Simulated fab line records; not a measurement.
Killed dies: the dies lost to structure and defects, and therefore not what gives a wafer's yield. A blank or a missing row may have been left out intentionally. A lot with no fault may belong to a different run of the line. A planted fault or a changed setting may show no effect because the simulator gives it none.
fab line records | flow rit_cmos
record: lots: 6 wafers: 18 last_day: 7
route steps=202 shown NLDD@110 PLDD@114 SPACER@125 NSD@131 PSD@142 M1@202
lots that met no fault: taken from a fault-free run of the same line
start_h: start of the lot's first displayed wafer, in hours after the record's first day | wait_h: hours since the lot's step before | " as in the row above | L1.1+2: one row covering several wafers at once | - no value present, or no start provided | * or withheld: withheld | < > ~ a bound
route shown NAME@n: NAME is a module with steps in the file, n the number in the route of the first one | usual: mean/standard deviation taken from wafers without a fault | same: alike in all rows | chamber/n: place in a boat | sites: per-site readings | _std_site: standard deviation of those values | _edge_site: the outer-site mean with the inner-site mean subtracted | radius_mm: for every site, how far away it sits from the centre of the wafer | mask NAME#n: copy n | behind: the last tool/chamber to shape the wafer | hold: why the lot was held/for how many hours/how that ended | device: which transistor (n, p or np) failed to switch | end of line: at the end of the route, the tests of the same wafers | a step given without rows: its recipe and nothing more | killed: at the first sort, the dies lost to defects and structure; wafer yield is something else | map: dies across one wafer; x = killed, . = not, _ = none there
set.NAME: the setting as run; set.NAME@STEP: as run at that earlier step | model.NAME: the simulator's own value behind a step, which no gauge read
lots at selected steps of the route; one table per step, one row per wafer
services: a tool's chamber out of use, with start hour (start_h, from the record's first day; less than 0 if before it), hours out, and reason
== steps ==
step: RIT_NLDD_HARDBAKE_07
recipe: resist: NOVOLAK temp_c: 140 time_s: 60
step: RIT_NLDD_IMPLANT_08
recipe: species: P energy_kev: 20 dose_cm2: 5e+14 tilt_deg: 7
step: RIT_NLDD_STRIP_09
recipe: chemistry: O2 time_s: 180 resist: NOVOLAK platen_temp_c: withheld power_w: 500 pressure_mtorr: 4000 o2_flow_sccm: 4000
usual: drypump_motor_current_A: 5.8/0.48
columns lot.wafer tool chamber start_h wait_h drypump_motor_current_A rf_hours_counter_h
L350.3 plasma_asher-04 1 51.48 0.1 6.1 -
L350.4 " 0 " " 6.5 -
L350.6 " 1 " " 6.1 -
L355.1 plasma_asher-04 0 74.54 0.1 6.5 43
L355.4 " 0 " " 6.6 -
L355.5 " 1 " " 6.1 -
L356.1 plasma_asher-04 0 79.48 0.1 6.6 44
L356.2 " 1 " " 6.1 44
L356.4 " 0 " " 6.5 -
L359.1 plasma_asher-01 0 97.50 0.1 5.6 30
L359.2 " 1 " " 5.1 30
L359.3 " 1 " " 5.1 -
L366.1 plasma_asher-04 1 132.93 0.1 6.1 49
L366.3 " 1 " " 6.1 -
L366.4 " 0 " " 6.5 -
L371.1 plasma_asher-01 0 154.59 0.1 5.6 37
L371.2 " 1 " " 5.1 37
L371.3 " 0 " " 5.7 -
step: RIT_NLDD_TW_MEAS_10
usual: NLDD_TW: 2484/11
columns lot.wafer tool chamber start_h wait_h NLDD_TW
L350.3 film_metro-04 - 51.61 0.1 2491
L350.4 " - " " 2499
L350.6 " - " " 2502
L355.1 film_metro-03 - 74.71 0.1 2483
L355.4 " - " " 2483
L355.5 " - " " 2479
L356.1 film_metro-02 - 79.65 0.1 2482
L356.2 " - " " 2478
L356.4 " - " " 2466
L359.1 film_metro-03 - 97.68 0.1 2478
L359.2 " - " " 2467
L359.3 " - " " 2474
L366.1 film_metro-02 - 133.10 0.1 2486
L366.3 " - " " 2488
L366.4 " - " " 2493
L371.1 film_metro-02 - 154.77 0.1 2488
L371.2 " - " " 2461
L371.3 " - " " 2478
step: RIT_PLDD_HMDS_00
recipe: prime_time_s: 60 prime_temp_c: 140
step: RIT_PLDD_COAT_01
recipe: resist: NOVOLAK spin_rpm: 3250 resist_thk_nm: 1000
step: RIT_PLDD_SOFTBAKE_02
recipe: resist: NOVOLAK temp_c: 90 time_s: 60
step: RIT_PLDD_EXPOSE_03
recipe: mask_id: M8 na: 0.57 target_cd_nm: 40900 dose_mj: 250
step: RIT_PLDD_PEB_04
recipe: resist: NOVOLAK temp_c: withheld time_s: withheld
step: RIT_PLDD_DEVELOP_05
recipe: resist: NOVOLAK develop_time_s: 50 dev_temp_c: 23
step: RIT_PLDD_OVL_MEAS_06
usual: PLDD_OVL: -0.1/1.6
columns lot.wafer tool chamber start_h wait_h PLDD_OVL[nm]
L350.3 overlay-01 - 52.52 - 0.5
L350.4 " - " " -1.6
L350.6 " - " " -2.1
L355.1 overlay-01 - 75.75 - -3.5
L355.4 " - " " -1.2
L355.5 " - " " -2.1
L356.1 overlay-01 - 80.69 - 0.4
L356.2 " - " " -0.4
L356.4 " - " " -1.9
L359.1 overlay-01 - 98.63 - -0.7
L359.2 " - " " 0.9
L359.3 " - " " -0.5
L366.1 overlay-01 - 134.01 - 0.5
L366.3 " - " " 0.7
L366.4 " - " " -0.3
L371.1 overlay-02 - 155.80 - 2.3
L371.2 " - " " 3.0
L371.3 " - " " 2.4
step: RIT_PLDD_HARDBAKE_07
recipe: resist: NOVOLAK temp_c: 140 time_s: 60
step: RIT_PLDD_IMPLANT_08
recipe: species: BF2 energy_kev: 20 dose_cm2: 9e+14 tilt_deg: 7
columns lot.wafer tool chamber start_h wait_h
L350.3+4+6 implanter-02 0 52.74 0.1
L355.1+4+5 implanter-03 0 75.94 0.1
L356.1+2+4 implanter-03 0 80.87 0.1
L359.1+2+3 implanter-03 0 98.93 0.1
L366.1+3+4 implanter-02 0 134.40 0.1
L371.1+2+3 implanter-02 0 155.99 0.1
step: RIT_PLDD_STRIP_09
recipe: chemistry: O2 time_s: 180 resist: NOVOLAK platen_temp_c: withheld power_w: 500 pressure_mtorr: 4000 o2_flow_sccm: 4000
usual: drypump_motor_current_A: 5.49/0.17
columns lot.wafer tool chamber start_h wait_h drypump_motor_current_A rf_hours_counter_h
L350.3 plasma_asher-01 0 52.90 0.1 5.66 -
L350.4 " 1 " " 5.13 -
L350.6 " 0 " " 5.67 -
L355.1 plasma_asher-03 0 76.09 0.1 5.64 44
L355.4 " 0 " " 5.64 -
L355.5 " 0 " " 5.64 -
L356.1 plasma_asher-03 1 81.02 0.1 5.54 44
L356.2 " 0 " " 5.67 44
L356.4 " 1 " " 5.56 -
L359.1 plasma_asher-01 1 99.08 0.1 5.12 30
L359.2 " 0 " " 5.68 30
L359.3 " 0 " " 5.69 -
L366.1 plasma_asher-02 1 134.55 0.1 5.49 49
L366.3 " 1 " " 5.52 -
L366.4 " 0 " " 5.48 -
L371.1 plasma_asher-03 1 156.14 0.1 5.56 4
L371.2 " 0 " " 5.65 4
L371.3 " 0 " " 5.65 -
step: RIT_PLDD_TW_MEAS_10
usual: PLDD_TW: 2342/11
columns lot.wafer tool chamber start_h wait_h PLDD_TW
L350.3 film_metro-02 - 53.04 0.1 2346
L350.4 " - " " 2352
L350.6 " - " " 2339
L355.1 film_metro-02 - 76.26 0.1 2337
L355.4 " - " " 2334
L355.5 " - " " 2335
L356.1 film_metro-04 - 81.20 0.1 2154
L356.2 " - " " 2307
L356.4 " - " " 2222
L359.1 film_metro-02 - 99.26 0.1 2265
L359.2 " - " " 2185
L359.3 " - " " 2333
L366.1 film_metro-02 - 134.73 0.1 2328
L366.3 " - " " 2353
L366.4 " - " " 2341
L371.1 film_metro-03 - 156.31 0.1 2326
L371.2 " - " " 2334
L371.3 " - " " 2328
step: RIT_SPACER_CLEAN_00
recipe: chemistry: SC1 mix: 3:3:50 time_s: 600 temp_c: 75
step: RIT_SPACER_CLEAN_01
recipe: chemistry: dHF dilution: 50:1 time_s: 30
step: RIT_SPACER_CLEAN_02
recipe: chemistry: SC2 mix: 3:3:50 time_s: 600 temp_c: 75 dry: n2_spin
step: RIT_SPACER_CVD_03
recipe: material: Si3N4 target_thk_nm: 250 temp_c: 810 precursor: SiH2Cl2/NH3 time_s: 3300 pressure_mtorr: 300 sih2cl2_flow_sccm: 60 nh3_flow_sccm: 150
step: RIT_SPACER_THK_MEAS_04
recipe: reads: Si3N4_of_SPACER_CVD_03
usual: SPACER_NITRIDE_THK: 250.4/2.4
columns lot.wafer tool chamber start_h wait_h SPACER_NITRIDE_THK[nm]
L350.3 film_metro-01 - 55.41 0.0 252.4
L350.4 " - " " 251.9
L350.6 " - " " 253.7
L355.1 film_metro-01 - 78.64 0.0 245.1
L355.4 " - " " 245.1
L355.5 " - " " 246.9
L356.1 film_metro-01 - 83.54 0.0 250.4
L356.2 " - " " 250.8
L356.4 " - " " 249.6
L359.1 film_metro-03 - 101.60 0.0 251.3
L359.2 " - " " 251.0
L359.3 " - " " 252.7
L366.1 film_metro-02 - 137.12 0.0 249.1
L366.3 " - " " 252.4
L366.4 " - " " 252.4
L371.1 film_metro-01 - 160.13 0.0 251.4
L371.2 " - " " 251.5
L371.3 " - " " 249.3
step: RIT_SPACER_ETCHBACK_05
recipe: target_depth_a: 2500 SF6_flow_sccm: 30 CHF3_flow_sccm: 30 target: Si3N4 chemistry: SF6/CHF3 pressure_mtorr: 40 rf_w: 250 time_s: 240 stop_on: SiO2
usual: drypump_motor_current_A: 5.6/0.56 oes_product_au: 0.841/0.012 throttle_valve_pct: 10.27/0.16
columns lot.wafer tool chamber start_h wait_h drypump_motor_current_A oes_product_au rf_hours_counter_h throttle_valve_pct
L350.3 rie_diel-02 2 55.45 0.0 5.9 0.853 63 10.41
L350.4 " 0 " " 5.1 0.839 91 10.17
L350.6 " 2 " " 5.9 0.861 - 10.41
L355.1 rie_diel-02 0 78.70 0.1 5.1 0.817 92 10.18
L355.4 " 2 " " 5.9 0.828 64 10.41
L355.5 " 2 " " 5.9 0.834 - 10.42
L356.1 rie_diel-04 2 83.60 0.1 4.6 0.827 103 10.06
L356.2 " 1 " " 5.6 0.841 122 10.25
L356.4 " 3 " " 6.8 0.841 141 10.31
L359.1 rie_diel-04 0 101.66 0.1 5.6 0.844 9 10.54
L359.2 " 2 " " 4.6 0.827 103 10.06
L359.3 " 1 " " 5.6 0.844 123 10.24
L366.1 rie_diel-04 2 137.18 0.1 4.6 0.829 104 10.06
L366.3 " 3 " " 6.8 0.846 143 10.29
L366.4 " 0 " " 5.7 0.847 10 10.56
L371.1 rie_diel-02 3 160.19 0.1 5.9 0.841 28 10.46
L371.2 " 1 " " 4.7 0.870 0 10.20
L371.3 " 2 " " 5.9 0.844 65 10.41
step: RIT_NSD_HMDS_00
recipe: prime_time_s: 60 prime_temp_c: 140
step: RIT_NSD_COAT_01
recipe: resist: NOVOLAK spin_rpm: 3250 resist_thk_nm: 1000
step: RIT_NSD_SOFTBAKE_02
recipe: resist: NOVOLAK temp_c: 90 time_s: 60
step: RIT_NSD_EXPOSE_03
recipe: mask_id: M9 na: 0.57 target_cd_nm: 40700 dose_mj: 250
step: RIT_NSD_PEB_04
recipe: resist: NOVOLAK temp_c: withheld time_s: withheld
step: RIT_NSD_DEVELOP_05
recipe: resist: NOVOLAK develop_time_s: 50 dev_temp_c: 23
step: RIT_NSD_OVL_MEAS_06
usual: NSD_OVL: -0.3/1.6
columns lot.wafer tool chamber start_h wait_h NSD_OVL[nm]
L350.3 overlay-02 - 56.46 - 1.5
L350.4 " - " " -0.8
L350.6 " - " " 0.6
L355.1 overlay-01 - 79.82 - -2.0
L355.4 " - " " -0.2
L355.5 " - " " -0.8
L356.1 overlay-01 - 84.73 - -1.8
L356.2 " - " " -2.1
L356.4 " - " " -1.8
L359.1 overlay-01 - 102.66 - -1.9
L359.2 " - " " -2.5
L359.3 " - " " -1.6
L366.1 overlay-01 - 138.31 - -1.1
L366.3 " - " " -1.1
L366.4 " - " " -2.3
L371.1 overlay-02 - 161.19 - 1.1
L371.2 " - " " 2.5
L371.3 " - " " -0.5
step: RIT_NSD_HARDBAKE_07
recipe: resist: NOVOLAK temp_c: 140 time_s: 60
step: RIT_NSD_IMPLANT_08
recipe: species: P energy_kev: 25 dose_cm2: 1e+15 tilt_deg: 7
step: RIT_NSD_STRIP_09
recipe: chemistry: O2 time_s: 180 resist: NOVOLAK platen_temp_c: withheld power_w: 500 pressure_mtorr: 4000 o2_flow_sccm: 4000
usual: drypump_motor_current_A: 5.9/0.41
columns lot.wafer tool chamber start_h wait_h drypump_motor_current_A rf_hours_counter_h
L350.3 plasma_asher-03 0 56.84 0.1 5.7 -
L350.4 " 1 " " 5.6 -
L350.6 " 0 " " 5.7 -
L355.1 plasma_asher-03 1 80.16 0.1 5.6 44
L355.4 " 1 " " 5.6 -
L355.5 " 1 " " 5.6 -
L356.1 plasma_asher-04 1 85.06 0.1 6.1 44
L356.2 " 0 " " 6.6 44
L356.4 " 1 " " 6.1 -
L359.1 plasma_asher-04 0 103.00 0.1 6.5 46
L359.2 " 1 " " 6.1 46
L359.3 " 0 " " 6.5 -
L366.1 plasma_asher-04 1 138.64 0.1 6.1 50
L366.3 " 0 " " 6.5 -
L366.4 " 1 " " 6.1 -
L371.1 plasma_asher-02 1 161.53 0.1 5.5 51
L371.2 " 0 " " 5.4 51
L371.3 " 1 " " 5.5 -
step: RIT_NSD_TW_MEAS_10
usual: NSD_TW: 3111/16
columns lot.wafer tool chamber start_h wait_h NSD_TW
L350.3 film_metro-04 - 56.98 0.1 3126
L350.4 " - " " 3112
L350.6 " - " " 3134
L355.1 film_metro-04 - 80.33 0.1 3141
L355.4 " - " " 3125
L355.5 " - " " 3131
L356.1 film_metro-03 - 85.24 0.1 3115
L356.2 " - " " 3123
L356.4 " - " " 3140
L359.1 film_metro-04 - 103.17 0.1 3131
L359.2 " - " " 3139
L359.3 " - " " 3151
L366.1 film_metro-04 - 138.82 0.1 3105
L366.3 " - " " 3101
L366.4 " - " " 3119
L371.1 film_metro-03 - 161.70 0.1 3097
L371.2 " - " " 3085
L371.3 " - " " 3123
step: RIT_PSD_HMDS_00
recipe: prime_time_s: 60 prime_temp_c: 140
step: RIT_PSD_COAT_01
recipe: resist: NOVOLAK spin_rpm: 3250 resist_thk_nm: 1000
step: RIT_PSD_SOFTBAKE_02
recipe: resist: NOVOLAK temp_c: 90 time_s: 60
step: RIT_PSD_EXPOSE_03
recipe: mask_id: M10 na: 0.57 target_cd_nm: 40900 dose_mj: 250
step: RIT_PSD_PEB_04
recipe: resist: NOVOLAK temp_c: withheld time_s: withheld
step: RIT_PSD_DEVELOP_05
recipe: resist: NOVOLAK develop_time_s: 50 dev_temp_c: 23
step: RIT_PSD_OVL_MEAS_06
usual: PSD_OVL: -0.4/1.2
columns lot.wafer tool chamber start_h wait_h PSD_OVL[nm]
L350.3 overlay-01 - 58.01 - -1.7
L350.4 " - " " -1.4
L350.6 " - " " -1.8
L355.1 overlay-01 - 81.24 - -3.5
L355.4 " - " " -3.2
L355.5 " - " " -2.5
L356.1 overlay-01 - 86.27 - 1.0
L356.2 " - " " 0.7
L356.4 " - " " 1.5
L359.1 overlay-02 - 104.24 - 1.0
L359.2 " - " " 0.4
L359.3 " - " " 1.9
L366.1 overlay-02 - 139.85 - -0.2
L366.3 " - " " 0.4
L366.4 " - " " 1.6
L371.1 overlay-01 - 162.61 - 0.9
L371.2 " - " " 0.1
L371.3 " - " " -0.3
step: RIT_PSD_HARDBAKE_07
recipe: resist: NOVOLAK temp_c: 140 time_s: 60
step: RIT_PSD_IMPLANT_08
recipe: species: BF2 energy_kev: 27 dose_cm2: 5e+15 tilt_deg: 7
step: RIT_PSD_STRIP_09
recipe: chemistry: O2 time_s: 180 resist: NOVOLAK platen_temp_c: withheld power_w: 500 pressure_mtorr: 4000 o2_flow_sccm: 4000
usual: drypump_motor_current_A: 5.7/0.43
columns lot.wafer tool chamber start_h wait_h drypump_motor_current_A rf_hours_counter_h
L350.3 plasma_asher-01 1 58.39 0.1 5.1 -
L350.4 " 0 " " 5.6 -
L350.6 " 0 " " 5.6 -
L355.1 plasma_asher-01 1 81.58 0.1 5.1 29
L355.4 " 0 " " 5.7 -
L355.5 " 1 " " 5.1 -
L356.1 plasma_asher-03 0 86.61 0.1 5.6 45
L356.2 " 1 " " 5.6 45
L356.4 " 1 " " 5.6 -
L359.1 plasma_asher-01 1 104.57 0.1 5.1 31
L359.2 " 0 " " 5.6 31
L359.3 " 1 " " 5.1 -
L366.1 plasma_asher-03 0 140.19 0.1 5.7 2
L366.3 " 0 " " 5.6 -
L366.4 " 1 " " 5.6 -
L371.1 plasma_asher-04 0 162.95 0.1 6.5 52
L371.2 " 1 " " 6.1 52
L371.3 " 1 " " 6.1 -
step: RIT_SDANNEAL_RS_MEAS_06
recipe: thk_meas_gauge: four-point-probe
usual: PLDD_RS: 178.7/0.56
columns lot.wafer tool chamber start_h wait_h PLDD_RS[ohm/sq]
L350.3 film_metro-03 - 59.29 0.1 178.0
L350.4 " - " " 178.5
L350.6 " - " " 178.2
L355.1 film_metro-03 - 82.48 0.1 178.2
L355.4 " - " " 178.1
L355.5 " - " " 178.7
L356.1 film_metro-04 - 87.51 0.1 182.9
L356.2 " - " " 180.6
L356.4 " - " " 182.2
L359.1 film_metro-03 - 105.47 0.1 181.8
L359.2 " - " " 183.3
L359.3 " - " " 181.2
L366.1 film_metro-02 - 141.12 0.1 178.2
L366.3 " - " " 178.0
L366.4 " - " " 178.4
L371.1 film_metro-04 - 163.85 0.1 178.6
L371.2 " - " " 178.5
L371.3 " - " " 178.8
step: RIT_M1_PROBE_99
usual: killed_at_contacts: 0.1/0.23 killed_at_front_end: 6.7/2.7 killed_dies: 6.7/2.7 killed_open: 3.2/1.8 killed_short: 3.5/1.9
same: gross_dies: 264 killed_at_M0_to_M3: 0 killed_at_M4_up: 0 killed_at_back_side: 0 killed_at_other: 0
columns lot.wafer tool chamber start_h wait_h killed_at_contacts killed_at_front_end killed_dies killed_open killed_short model.etest.pmos_turned.r_on_ohm_um model.etest.pmos_0p3.r_on_ohm_um model.etest.pmos_0p15.r_on_ohm_um model.etest.pmos_turned.drive_ua_um model.etest.pmos_0p15.drive_ua_um model.etest.pmos_0p3.drive_ua_um model.etest.pmos_0p15.swing_mv_dec model.etest.pmos_0p15.off_log10_a_um
L350.3 prober-02 - 66.69 0.2 0 6 6 3 3 3210 6151 2623 206.2 268.2 103.3 84.65 -10.09
L350.4 prober-02 - 66.74 0.2 0 5 5 1 4 3239 6191 2663 203.9 262.9 102.2 84.64 -10.09
L350.6 prober-02 - 66.84 0.2 0 7 7 1 6 3268 6238 2674 201.6 262.3 102.1 84.65 -10.34
L355.1 prober-01 - 89.47 0.1 0 10 10 3 7 3358 6310 2746 193.7 254.8 99.82 84.46 -10.42
L355.4 prober-01 - 89.62 0.2 0 8 8 3 5 3408 6210 2790 194.5 256.5 102.8 83.89 -10.5
L355.5 prober-01 - 89.67 0.2 0 4 4 3 1 3447 6256 2785 187.3 254.7 101.5 84.24 -10.48
L356.1 prober-02 - 94.63 0.1 1 8 9 5 4 2469 5966 2441 291.8 294.7 107 85.22 -9.49
L356.2 prober-02 - 94.68 0.1 0 6 6 3 3 2751 6133 2601 258 273.1 103.4 85.18 -9.811
L356.4 prober-02 - 94.78 0.2 0 6 6 3 3 2688 6169 2596 264.1 271.1 102.5 84.96 -10.06
L359.1 prober-02 - 112.75 0.1 0 5 5 2 3 2710 6176 2608 265.4 276.9 103.8 84.86 -9.843
L359.2 prober-02 - 112.80 0.1 0 7 7 3 4 2606 5941 2545 279.2 284.4 108.8 84.2 -9.573
L359.3 prober-02 - 112.85 0.2 0 7 7 3 4 2858 6226 2645 250.3 274.6 102 84.8 -9.826
L366.1 prober-01 - 148.33 0.1 0 6 6 4 2 3428 6288 2735 191.1 260.6 101.3 84.41 -10.31
L366.3 prober-01 - 148.43 0.2 0 7 7 3 4 3308 6140 2682 197.2 265.5 103.2 84.2 -10.26
L366.4 prober-01 - 148.48 0.2 0 8 8 2 6 3485 6266 2771 188 255.1 101.6 84.18 -10.49
L371.1 prober-02 - 171.07 0.1 0 3 3 1 2 3432 6329 2771 190.2 255 100.6 83.9 -10.18
L371.2 prober-02 - 171.12 0.1 0 3 3 2 1 3627 6473 2930 175.1 238 96.69 84.21 -10.96
L371.3 prober-02 - 171.17 0.2 0 5 5 2 3 3572 6501 2850 183.1 246.1 97.61 84.68 -10.52
killed by level:class
L350.3 GATE:geometric_particle:short=2 GATE:geometric_particle:open=2 REOX:geometric_particle:short=1 SPACER:geometric_particle:open=1
L350.4 GATE:geometric_particle:short=2 FOX2:geometric_particle:short=1 REOX:geometric_particle:short=1 SILICIDE:geometric_particle:open=1
L350.6 GATE:geometric_particle:short=4 SPACER:geometric_particle:short=2 REOX:geometric_particle:open=1
L355.1 GATE:geometric_particle:short=3 FOX1:geometric_particle:short=2 SPACER:geometric_particle:short=2 FOX2:geometric_particle:open=1 GATE:geometric_particle:open=1 SILICIDE:geometric_particle:open=1
L355.4 SPACER:geometric_particle:short=2 FOX1:geometric_particle:short=1 FOX2:geometric_particle:open=1 FOX2:geometric_particle:short=1 GATE:geometric_particle:open=1 REOX:geometric_particle:open=1 SILICIDE:geometric_particle:short=1
L355.5 FOX2:geometric_particle:open=2 REOX:geometric_particle:short=1 SPACER:geometric_particle:open=1
L356.1 SILICIDE:geometric_particle:open=3 GATE:geometric_particle:short=1 REOX:geometric_particle:short=1 REOX:geometric_particle:open=1 SPACER:geometric_particle:short=1 SILICIDE:geometric_particle:short=1 CONTACT:geometric_particle:open=1
L356.2 REOX:geometric_particle:open=2 FOX2:geometric_particle:short=1 GATE:geometric_particle:open=1 REOX:geometric_particle:short=1 SILICIDE:geometric_particle:short=1
L356.4 FOX1:geometric_particle:short=2 ACTIVE:geometric_particle:open=1 REOX:geometric_particle:open=1 SPACER:geometric_particle:short=1 SILICIDE:geometric_particle:open=1
L359.1 GATE:geometric_particle:open=1 GATE:geometric_particle:short=1 REOX:geometric_particle:short=1 SILICIDE:geometric_particle:short=1 SILICIDE:geometric_particle:open=1
L359.2 GATE:geometric_particle:short=4 GATE:geometric_particle:open=1 SPACER:geometric_particle:open=1 SILICIDE:geometric_particle:open=1
L359.3 FOX2:geometric_particle:short=2 SILICIDE:geometric_particle:short=2 FOX2:geometric_particle:open=1 GATE:geometric_particle:open=1 SILICIDE:geometric_particle:open=1
L366.1 SPACER:geometric_particle:open=2 FOX2:geometric_particle:open=1 GATE:geometric_particle:open=1 GATE:geometric_particle:short=1 SPACER:geometric_particle:short=1
L366.3 SPACER:geometric_particle:short=2 SPACER:geometric_particle:open=2 FOX1:geometric_particle:short=1 GATE:geometric_particle:short=1 REOX:geometric_particle:open=1
L366.4 GATE:geometric_particle:open=2 SPACER:geometric_particle:short=2 FOX2:geometric_particle:short=1 GATE:geometric_particle:short=1 REOX:geometric_particle:short=1 SILICIDE:geometric_particle:short=1
L371.1 GATE:geometric_particle:open=1 SPACER:geometric_particle:short=1 SILICIDE:geometric_particle:short=1
L371.2 FOX2:geometric_particle:short=1 GATE:geometric_particle:open=1 SPACER:geometric_particle:open=1
L371.3 SPACER:geometric_particle:short=2 SILICIDE:geometric_particle:open=2 SILICIDE:geometric_particle:short=1
== services ==
columns tool chamber start_h hours kind
implanter-03 - 40.44 1.4 repair
implanter-03 - 61.99 1.6 repair
implanter-03 - 65.18 4.2 pm
rie_diel-04 3 67.73 3.4 repair
plasma_asher-03 - 108.84 9.0 pm
plasma_asher-03 0 108.84 9.0 vent_cycle
plasma_asher-03 1 108.84 9.0 vent_cycle
plasma_asher-03 0 117.84 - clean
plasma_asher-03 1 117.84 - clean
rie_diel-02 1 133.62 - clean
rie_diel-02 1 133.62 19.7 scheduled_down
rie_diel-02 1 133.62 19.7 vent_cycle
== key ==
first_sign: step: RIT_PLDD_TW_MEAS_10 reading: PLDD_TW direction: down sigmas: 9 usual: 2342 struck: 2244 wafers_moved: 5
effect: step: RIT_SDANNEAL_RS_MEAS_06 reading: PLDD_RS direction: up sigmas: 5.9 usual: 178.7 struck: 182.0
model_effect: step: RIT_M1_PROBE_99 value: etest.pmos_turned.r_on_ohm_um without: 3444 struck: 2680
met_at RIT_PLDD_IMPLANT_08
struck_wafers L356.1,L356.2,L356.4,L359.1,L359.2,L359.3
tester_left_out L356,L359
onset_between 75.94 80.87
fault: kind: process_parameter_drift tool: implanter-03 chamber: - onset_h: 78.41 steps: RIT_PLDD_IMPLANT_08 channel: tilt_deg offset: -5 spread_by_wafer: 0.3 shape: step end_h: 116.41 acts_in: these_recipes_only stated: 7
tester_left_out: of these lots the tester's yield and bins aren't shown, on N5 and GAA mostly nor the transistor test; their killed dies are dies lost to structure and defects alone, not to doping, threshold or leakage, so they don't give the yield
